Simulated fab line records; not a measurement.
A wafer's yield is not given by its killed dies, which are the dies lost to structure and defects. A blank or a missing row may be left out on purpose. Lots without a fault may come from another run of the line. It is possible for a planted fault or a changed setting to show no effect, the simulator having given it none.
Which of the tools did it? + flow rit-cmos + Sampling: 7 lots, 21 wafers, 2 of 202 route steps

## WHAT THE GAUGES READ, wafer by wafer
RIT_SPACER_THK_MEAS_04.
| lot  | measured    | on            | SPACER_NITRIDE_THK (nm) |
|------|-------------|---------------|-------------------------|
| L901 | day 3 13:19 | film-metro-01 | 249.7 250.0 247.9       |
| L903 | day 4 00:20 | film-metro-04 | 248.2 249.7 249.0       |
| L905 | day 4 09:38 | film-metro-04 | 246.6 249.1 248.4       |
| L907 | day 4 21:04 | film-metro-04 | 245.9 246.2 247.7       |
| L909 | day 5 02:38 | film-metro-04 | 81.6 82.7 78.8          |
| L914 | day 5 22:17 | film-metro-04 | 83.9 84.4 82.3          |
| L918 | day 6 22:11 | film-metro-01 | 249.4 246.9 250.1       |

## TOOL THAT RAN EACH LOT (tool first, then ch and the chambers of the sampled wafers, then the start)
| lot  | RIT_SPACER_CVD_03          |
|------|----------------------------|
| L901 | lpcvd-01 ch 0, day 3 11:24 |
| L903 | lpcvd-01 ch 1, day 3 22:24 |
| L905 | lpcvd-01 ch 0, day 4 07:41 |
| L907 | lpcvd-02 ch 0, day 4 19:07 |
| L909 | lpcvd-02 ch 0, day 5 00:43 |
| L914 | lpcvd-02 ch 0, day 5 20:22 |
| L918 | lpcvd-01 ch 1, day 6 20:15 |
- RIT_SPACER_CVD_03: deposits Si3N4 from SiH2Cl2/NH3, target thk 250 nm, time 3300 s.

## THE ANSWER, worked out from the rows above alone
Rule: the usual values come from the lots themselves. The widest of any qualifying gaps counts: lots, ordered by their means at a reading, are off when they make up no more than a third of the lots, leave a main group of 4 or more, and stand apart from it by 3 or more times the standard deviation of that group's means. A main group whose means are all the same, to the digits that the tables above print for the reading, isn't used. Also off: a lot with no number at a reading for which 4 or more lots have one. All remaining lots with rows at the step are treated as sound.
Off: at RIT_SPACER_THK_MEAS_04 (SPACER_NITRIDE_THK), L909, L914. For the main group the mean is 248.3 nm and the standard deviation 0.94.
A tool fits if, at a process step before that reading, it ran every lot that is off, and no sound lot after the first of them. Gauges at RIT_SPACER_THK_MEAS_04: tried the same way as those tools. This does not decide it: 2 tools fit, namely lpcvd-02 at RIT_SPACER_CVD_03 and film-metro-04 at RIT_SPACER_THK_MEAS_04.

## WHAT THE SIMULATOR PUT IN
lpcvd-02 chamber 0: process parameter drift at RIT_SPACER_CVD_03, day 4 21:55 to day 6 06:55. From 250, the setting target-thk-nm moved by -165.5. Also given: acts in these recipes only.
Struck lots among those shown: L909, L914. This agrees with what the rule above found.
